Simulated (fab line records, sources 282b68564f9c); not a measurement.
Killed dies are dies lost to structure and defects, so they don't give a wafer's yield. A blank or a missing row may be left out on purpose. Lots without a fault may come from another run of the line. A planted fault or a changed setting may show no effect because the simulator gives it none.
fab line records | flow rit_cmos
record lots=14 wafers=42 last_day=7
route steps=202 shown PWELL@47 M1@202
lots that met no fault: from a run of the same line without faults
start_h: hours from the record's first day to the start of the lot's first wafer shown | wait_h: hours since the lot's step before | " the same as in the row above | L1.1+2: a row that stands for several wafers | - no value, or no start given | * or withheld: withheld | < > ~ a bound
route shown NAME@n: a module of which the file shows steps, and the number in the route of the first | usual: mean/standard deviation of fault-free wafers | same: alike in all rows | chamber/n: place in a boat | sites: the reading at each site | _std_site: their standard deviation | _edge_site: outer sites' mean less inner sites' | radius_mm: how far each site lies from the wafer's centre | mask NAME#n: copy n | behind: the tool/chamber that last shaped the wafer | hold: why the lot was held/for how many hours/how that ended | device: the transistor (n, p or np) that didn't switch | end of line: the same wafers' tests at the end of the route | a step without rows: its recipe alone | killed: dies lost to structure and defects at the first sort, not the wafer's yield | map: a wafer's dies, x killed, . not, _ none there
set.NAME: the setting as run; set.NAME@STEP: as run at that earlier step | model.NAME: the simulator's own value behind a step, which no gauge read
steps of the route over a sample of lots; a table a step, a row a wafer
services: from which hour (start_h, from the record's first day; less than 0 if before it) a tool's chamber was out of use, for how many hours, and why
## steps
# step RIT_PWELL_IMPLANT_08
# recipe species=B energy_kev=171.1 dose_cm2=7e+13 tilt_deg=7
# usual dose_ions_cm2=7e+13/6.7e+10 end_station_pressure_torr=5.17e-06/2.9e-07 faraday_current_uA=222/4.5
# columns lot.wafer tool chamber start_h wait_h dose_ions_cm2 end_station_pressure_torr faraday_current_uA
L850.3 implanter-02 0 22.80 0.2 6.997e+13 4.91e-06 226
L850.4 " 0 " " 6.999e+13 5.08e-06 223
L850.6 " 0 " " 7.005e+13 4.54e-06 223
L851.2 implanter-02 0 28.86 0.2 7.001e+13 5e-06 219
L851.3 " 0 " " 7.003e+13 4.9e-06 222
L851.6 " 0 " " 7.002e+13 5.02e-06 215
L852.1 implanter-03 0 36.38 0.2 7e+13 5.49e-06 225
L852.4 " 0 " " 7.001e+13 5.27e-06 225
L852.6 " 0 " " 6.998e+13 4.81e-06 225
L853.2 implanter-02 0 40.49 0.2 7.004e+13 5.11e-06 215
L853.4 " 0 " " 6.996e+13 5.06e-06 218
L853.6 " 0 " " 7.002e+13 5.04e-06 223
L854.4 implanter-03 0 47.67 0.2 6.981e+13 5.55e-06 223
L854.5 " 0 " " 6.999e+13 5.56e-06 224
L854.6 " 0 " " 6.989e+13 5.7e-06 227
L856.1 implanter-04 0 53.76 0.2 7.008e+13 5.48e-06 217
L856.4 " 0 " " 6.997e+13 5.09e-06 219
L856.6 " 0 " " 7.005e+13 4.79e-06 218
L857.3 implanter-04 0 58.74 0.2 6.996e+13 4.63e-06 226
L857.5 " 0 " " 6.984e+13 5.55e-06 226
L857.6 " 0 " " 7.006e+13 4.91e-06 223
L858.2 implanter-04 0 68.51 0.2 7.005e+13 5.15e-06 227
L858.3 " 0 " " 6.997e+13 5.4e-06 224
L858.4 " 0 " " 7.006e+13 5.04e-06 217
L859.1 implanter-02 0 72.56 0.2 6.991e+13 5.17e-06 219
L859.2 " 0 " " 6.99e+13 5.44e-06 226
L859.5 " 0 " " 7.001e+13 4.97e-06 224
L860.2 implanter-03 0 73.59 0.2 7.006e+13 5.83e-06 229
L860.3 " 0 " " 7.002e+13 4.98e-06 214
L860.5 " 0 " " 6.994e+13 5.58e-06 216
L868.1 implanter-04 0 114.46 0.2 9.938e+13 5.44e-06 311
L868.4 " 0 " " 9.948e+13 5.03e-06 313
L868.6 " 0 " " 9.931e+13 5.28e-06 314
L869.2 implanter-04 0 117.96 0.2 9.94e+13 5.51e-06 325
L869.3 " 0 " " 9.938e+13 5.14e-06 317
L869.6 " 0 " " 9.939e+13 5.57e-06 304
L870.1 implanter-03 0 123.79 0.2 6.991e+13 5.47e-06 220
L870.2 " 0 " " 6.998e+13 4.78e-06 215
L870.3 " 0 " " 7.005e+13 5.22e-06 218
L872.1 implanter-02 0 136.79 0.2 7.004e+13 5.74e-06 222
L872.3 " 0 " " 7.009e+13 5.27e-06 223
L872.4 " 0 " " 7.015e+13 4.86e-06 222
# step RIT_PWELL_TW_MEAS_10
# usual PWELL_TW=946/12
# columns lot.wafer tool chamber start_h wait_h hold PWELL_TW
L850.3 film_metro-04 - 23.09 0.1 - 958
L850.4 " - " " - 953
L850.6 " - " " - 953
L851.2 film_metro-01 - 29.17 0.1 - 929
L851.3 " - " " - 931
L851.6 " - " " - 928
L852.1 film_metro-02 - 36.70 0.1 - 950
L852.4 " - " " - 954
L852.6 " - " " - 949
L853.2 film_metro-04 - 40.80 0.1 - 950
L853.4 " - " " - 955
L853.6 " - " " - 953
L854.4 film_metro-02 - 47.95 0.1 - 949
L854.5 " - " " - 958
L854.6 " - " " - 954
L856.1 film_metro-04 - 54.09 0.1 - 954
L856.4 " - " " - 950
L856.6 " - " " - 954
L857.3 film_metro-04 - 59.04 0.1 - 957
L857.5 " - " " - 959
L857.6 " - " " - 962
L858.2 film_metro-02 - 68.82 0.1 - 961
L858.3 " - " " - 961
L858.4 " - " " - 956
L859.1 film_metro-01 - 72.88 0.1 - 930
L859.2 " - " " - 935
L859.5 " - " " - 931
L860.2 film_metro-01 - 73.90 0.1 - 929
L860.3 " - " " - 927
L860.5 " - " " - 929
L868.1 film_metro-02 - 114.79 0.1 await_dispo/0.2h/release 1066
L868.4 " - " " await_dispo/0.2h/release 1063
L868.6 " - " " await_dispo/0.2h/release 1058
L868.1 film_metro-02 - 115.02 0.2 - 1065
L868.4 " - " " - 1060
L868.6 " - " " - 1067
L869.2 film_metro-01 - 118.27 0.1 await_dispo/0.2h/release 1039
L869.3 " - " " await_dispo/0.2h/release 1036
L869.6 " - " " await_dispo/0.2h/release 1041
L869.2 film_metro-01 - 118.49 0.2 - 1039
L869.3 " - " " - 1041
L869.6 " - " " - 1038
L870.1 film_metro-02 - 124.11 0.1 - 952
L870.2 " - " " - 947
L870.3 " - " " - 949
L872.1 film_metro-04 - 137.12 0.1 - 958
L872.3 " - " " - 959
L872.4 " - " " - 952
# step RIT_WELLDRIVE_RS_MEAS_02
# recipe thk_meas_gauge=four-point-probe
# usual PWELL_RS=429.3/1.2
# columns lot.wafer tool chamber start_h wait_h hold PWELL_RS[ohm/sq]
L850.3 film_metro-01 - 28.54 0.1 - 428.1
L850.4 " - " " - 428.0
L850.6 " - " " - 430.0
L851.2 film_metro-01 - 35.39 0.1 - 430.5
L851.3 " - " " - 430.1
L851.6 " - " " - 429.4
L852.1 film_metro-01 - 42.01 0.1 - 430.2
L852.4 " - " " - 427.2
L852.6 " - " " - 429.5
L853.2 film_metro-04 - 47.30 0.1 - 430.0
L853.4 " - " " - 429.2
L853.6 " - " " - 427.7
L854.4 film_metro-04 - 53.39 0.1 - 428.5
L854.5 " - " " - 427.8
L854.6 " - " " - 429.2
L856.1 film_metro-04 - 60.96 0.1 - 428.2
L856.4 " - " " - 430.1
L856.6 " - " " - 429.9
L857.3 film_metro-02 - 66.11 0.1 - 428.6
L857.5 " - " " - 428.8
L857.6 " - " " - 429.1
L858.2 film_metro-02 - 74.13 0.1 - 426.3
L858.3 " - " " - 426.2
L858.4 " - " " - 428.3
L859.1 film_metro-01 - 79.76 0.1 - 429.3
L859.2 " - " " - 428.9
L859.5 " - " " - 431.7
L860.2 film_metro-04 - 79.78 0.1 - 431.0
L860.3 " - " " - 428.9
L860.5 " - " " - 430.9
L868.1 film_metro-04 - 125.12 0.3 await_dispo/0.2h/release 345.1
L868.4 " - " " await_dispo/0.2h/release 345.7
L868.6 " - " " await_dispo/0.2h/release 345.8
L868.1 film_metro-04 - 125.57 0.4 - 345.6
L868.4 " - " " - 346.5
L868.6 " - " " - 346.3
L870.1 film_metro-01 - 131.05 0.1 - 428.5
L870.2 " - " " - 427.9
L870.3 " - " " - 427.8
L869.2 film_metro-01 - 132.70 0.1 await_dispo/0.2h/release 345.5
L869.3 " - " " await_dispo/0.2h/release 345.5
L869.6 " - " " await_dispo/0.2h/release 346.8
L869.2 film_metro-01 - 132.99 0.3 - 346.3
L869.3 " - " " - 346.6
L869.6 " - " " - 346.2
L872.1 film_metro-02 - 143.18 0.1 - 427.7
L872.3 " - " " - 428.7
L872.4 " - " " - 428.1
# step RIT_M1_PROBE_99
# usual defect_limited_yield=97.1/1.2 killed_at_contacts=0.1/0.31 killed_at_front_end=8/3.1 killed_dies=8/3.2 killed_open=3.9/2.2 killed_short=3.8/2.1 sort_bin_3_pad_short=0.1/0.23 sort_bin_5_function=1.7/0.86 sort_bin_6_memory=1.1/0.7 sort_n_pass=256/3.2 sort_yield_pct=97.1/1.2
# same gross_dies=264 killed_at_M0_to_M3=0 killed_at_M4_up=0 killed_at_back_side=0 killed_at_other=0
# columns lot.wafer tool chamber start_h wait_h defect_limited_yield[%] killed_at_contacts killed_at_front_end killed_dies killed_open killed_short sort_bin_3_pad_short[%] sort_bin_5_function[%] sort_bin_6_memory[%] sort_n_pass sort_yield_pct[%]
L860.2 prober-02 - 112.80 0.1 97.3 0 7 7 3 4 0 2.3 0.4 257 97.3
L860.3 prober-02 - 112.85 0.2 97.0 0 8 8 3 5 0 1.1 1.9 256 97.0
L860.5 prober-02 - 112.95 0.2 98.5 0 4 4 2 2 0 1.1 0.4 260 98.5
# killed by level:class
L860.2 FOX1:geometric_particle:short=2 GATE:geometric_particle:short=2 GATE:geometric_particle:open=2 SILICIDE:geometric_particle:open=1
L860.3 SILICIDE:geometric_particle:short=4 FOX1:geometric_particle:open=1 GATE:geometric_particle:open=1 GATE:geometric_particle:short=1 SPACER:geometric_particle:open=1
L860.5 REOX:geometric_particle:short=1 REOX:geometric_particle:open=1 SPACER:geometric_particle:open=1 SILICIDE:geometric_particle:short=1
## services
# columns tool chamber start_h hours kind
implanter-04 - 35.09 3.4 repair
implanter-03 - 57.50 1.7 repair
implanter-04 - 64.76 1.3 repair
implanter-03 - 65.47 4.7 pm
implanter-04 - 69.34 5.4 repair
implanter-03 - 70.16 3.2 pm
implanter-03 - 84.58 10.2 repair
implanter-04 - 94.46 5.6 pm
implanter-02 - 121.27 6.1 repair
implanter-04 - 123.43 2.4 repair
## key
first_sign step=RIT_PWELL_IMPLANT_08 reading=dose_ions_cm2 direction=up sigmas=99+ usual=7e+13 struck=9.939e+13
effect step=RIT_PWELL_IMPLANT_08 reading=faraday_current_uA direction=up sigmas=20 usual=222 struck=314
effect step=RIT_PWELL_TW_MEAS_10 reading=visit direction=added
effect step=RIT_PWELL_TW_MEAS_10 reading=PWELL_TW direction=up sigmas=9 usual=946 struck=1051
effect step=RIT_WELLDRIVE_RS_MEAS_02 reading=visit direction=added
effect step=RIT_WELLDRIVE_RS_MEAS_02 reading=PWELL_RS direction=down sigmas=72 usual=429.3 struck=345.7
met_at RIT_PWELL_IMPLANT_08
struck_lots L868,L869
scrapped_behind RIT_WELLDRIVE_RS_MEAS_02 L868.1,L868.4,L868.6,L869.2,L869.3,L869.6
onset_between 68.51 114.46
fault kind=process_parameter_drift tool=implanter-04 chamber=- onset_h=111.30 steps=RIT_PWELL_IMPLANT_08 channel=dose_cm2 offset=2.94e+13 shape=step end_h=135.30 acts_in=these_recipes_only stated=7e+13
